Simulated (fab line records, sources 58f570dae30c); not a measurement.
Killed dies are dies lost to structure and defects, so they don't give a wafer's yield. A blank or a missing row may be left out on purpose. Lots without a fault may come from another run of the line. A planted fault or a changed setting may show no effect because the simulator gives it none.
Tool commonality check | flow berkeley_cmos170 | 14 lots, 42 wafers sampled

WHY IT WAS OPENED
At UCB170_M2_RS_MEAS_02 the reading M2_AL_RS is flagged on 2 of 14 lots. Wafers without a fault read 0.03224 ohm/sq, standard deviation 0.00027.
Rule: a lot is flagged when every wafer of it that has a number lies more than 4 standard deviations from that mean, or none has a number. The other lots count as sound.

lot  | measured     | on            | M2_AL_RS (ohm/sq), wafer by wafer | flag
L349 | day 8 00:43  | film_metro-02 | 0.0321 0.03254 0.03213            |
L350 | day 8 12:32  | film_metro-03 | 0.03209 0.03189 0.03208           |
L351 | day 9 15:33  | film_metro-01 | 0.03247 0.032 0.03234             |
L352 | day 9 17:22  | film_metro-01 | 0.03227 0.03251 0.03227           |
L355 | day 10 00:56 | film_metro-02 | 0.03229 0.03221 0.03183           |
L356 | day 10 01:37 | film_metro-01 | 0.03193 0.03205 0.03209           |
L354 | day 10 02:57 | film_metro-01 | 0.03251 0.03261 0.03261           |
L361 | day 11 01:32 | film_metro-02 | 0.03226 0.03202 0.03253           |
L365 | day 12 01:50 | film_metro-01 | 0.02683 0.02688 0.02682           | FLAGGED
L363 | day 12 04:07 | film_metro-03 | 0.02644 0.02672 0.02648           | FLAGGED
L369 | day 12 20:12 | film_metro-03 | 0.03276 0.03235 0.03254           |
L368 | day 12 21:28 | film_metro-02 | 0.03191 0.0318 0.03218            |
L370 | day 13 12:19 | film_metro-02 | 0.03251 0.03267 0.03263           |
L372 | day 14 08:47 | film_metro-03 | 0.03234 0.03185 0.03208           |
The numbers of the flagged lots are 0.02669 ohm/sq on average: -0.00554 ohm/sq against the usual, or -21 standard deviations.

WHICH TOOL RAN EACH LOT
The record holds 3 process steps before the reading, out of a route of 331 steps. In each cell: the tool, then ch and the chambers that the sampled wafers went through, then the start.
lot  | flag    | UCB170_M1_ETCH_11                  | UCB170_M1_STRIP_13                   | UCB170_M2_SPUTTER_01
L349 |         | rie_diel-01 ch 0,1,2, day 7 19:02  | plasma_asher-02 ch 0,1, day 7 19:13  | pvd_sputter-02, day 8 00:38
L350 |         | rie_diel-04 ch 0,2,3, day 8 07:45  | plasma_asher-02 ch 0,1, day 8 07:55  | pvd_sputter-04, day 8 12:26
L351 |         | rie_diel-04 ch 0,1,3, day 9 10:52  | plasma_asher-04 ch 0,1, day 9 11:05  | pvd_sputter-04, day 9 15:27
L352 |         | rie_diel-03 ch 0,1,2, day 9 11:30  | plasma_asher-02 ch 0,1, day 9 11:41  | pvd_sputter-02, day 9 17:16
L355 |         | rie_diel-01 ch 0,1,3, day 9 19:59  | plasma_asher-04 ch 0,1, day 9 20:10  | pvd_sputter-02, day 10 00:50
L356 |         | rie_diel-04 ch 1,3, day 9 20:25    | plasma_asher-02 ch 0,1, day 9 20:38  | pvd_sputter-03, day 10 01:29
L354 |         | rie_diel-04 ch 0,1, day 9 22:35    | plasma_asher-02 ch 0,1, day 9 22:49  | pvd_sputter-02, day 10 02:51
L361 |         | rie_diel-03 ch 0,1,2, day 10 20:11 | plasma_asher-04 ch 1, day 10 20:24   | pvd_sputter-03, day 11 01:27
L365 | FLAGGED | rie_diel-04 ch 0,1,3, day 11 19:42 | plasma_asher-03 ch 0,1, day 11 19:53 | pvd_sputter-02, day 12 01:45
L363 | FLAGGED | rie_diel-04 ch 0,1,3, day 11 21:41 | plasma_asher-02 ch 0,1, day 11 21:52 | pvd_sputter-02, day 12 04:01
L369 |         | rie_diel-04 ch 0,1,3, day 12 15:11 | plasma_asher-04 ch 0,1, day 12 15:30 | pvd_sputter-04, day 12 20:06
L368 |         | rie_diel-01 ch 1,2,3, day 12 15:33 | plasma_asher-03 ch 0,1, day 12 15:43 | pvd_sputter-03, day 12 21:22
L370 |         | rie_diel-04 ch 0,3, day 13 06:56   | plasma_asher-03 ch 0,1, day 13 07:09 | pvd_sputter-04, day 13 12:11
L372 |         | rie_diel-03 ch 0,3, day 14 03:31   | plasma_asher-02 ch 0,1, day 14 03:41 | pvd_sputter-03, day 14 08:42
What these steps do:
- UCB170_M1_ETCH_11: etches BARC in N2/H2.
- UCB170_M1_STRIP_13: strips in O2.
- UCB170_M2_SPUTTER_01: material Al, target thk 900 nm, time 120 s.
- UCB170_M2_RS_MEAS_02: measures by four-point-probe.

FLAGGED OVER TOTAL, TOOL BY TOOL (the gauges that took the reading come last)
step                 | tool            | lots run | flagged | share of the flagged lots | sound lots run after its first flagged lot
UCB170_M1_ETCH_11    | rie_diel-01     | 3        | 0       | none                      | -
UCB170_M1_ETCH_11    | rie_diel-03     | 3        | 0       | none                      | -
UCB170_M1_ETCH_11    | rie_diel-04     | 8        | 2       | all                       | 2 (L369,L370)
UCB170_M1_STRIP_13   | plasma_asher-02 | 7        | 1       | some                      | 1 (L372)
UCB170_M1_STRIP_13   | plasma_asher-03 | 3        | 1       | some                      | 2 (L368,L370)
UCB170_M1_STRIP_13   | plasma_asher-04 | 4        | 0       | none                      | -
UCB170_M2_SPUTTER_01 | pvd_sputter-02  | 6        | 2       | all                       | 0
UCB170_M2_SPUTTER_01 | pvd_sputter-03  | 4        | 0       | none                      | -
UCB170_M2_SPUTTER_01 | pvd_sputter-04  | 4        | 0       | none                      | -
UCB170_M2_RS_MEAS_02 | film_metro-01   | 5        | 1       | some                      | 0
UCB170_M2_RS_MEAS_02 | film_metro-02   | 5        | 0       | none                      | -
UCB170_M2_RS_MEAS_02 | film_metro-03   | 4        | 1       | some                      | 2 (L369,L372)

WHAT THE TABLE ALLOWS
2 rows of the table ran every flagged lot: rie_diel-04 at UCB170_M1_ETCH_11, pvd_sputter-02 at UCB170_M2_SPUTTER_01.
- rie_diel-04 at UCB170_M1_ETCH_11: 2 of its 8 lots flagged. Sound lots ran on it after the first flagged one (L369, L370), which a lasting fault on the whole tool wouldn't allow.
- pvd_sputter-02 at UCB170_M2_SPUTTER_01: 2 of its 6 lots flagged. Its last sound lot is L354 (day 10 02:51), its first flagged lot L365 (day 12 01:45): a fault that began between those two fits.
One tool is left: pvd_sputter-02 at UCB170_M2_SPUTTER_01.

WHAT THE SIMULATOR HAD PUT IN
Process parameter drift: pvd_sputter-02, from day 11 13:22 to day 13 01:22, at UCB170_M2_SPUTTER_01. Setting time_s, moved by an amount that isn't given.
Lots struck among those shown: L365, L363. The rule above found the same.
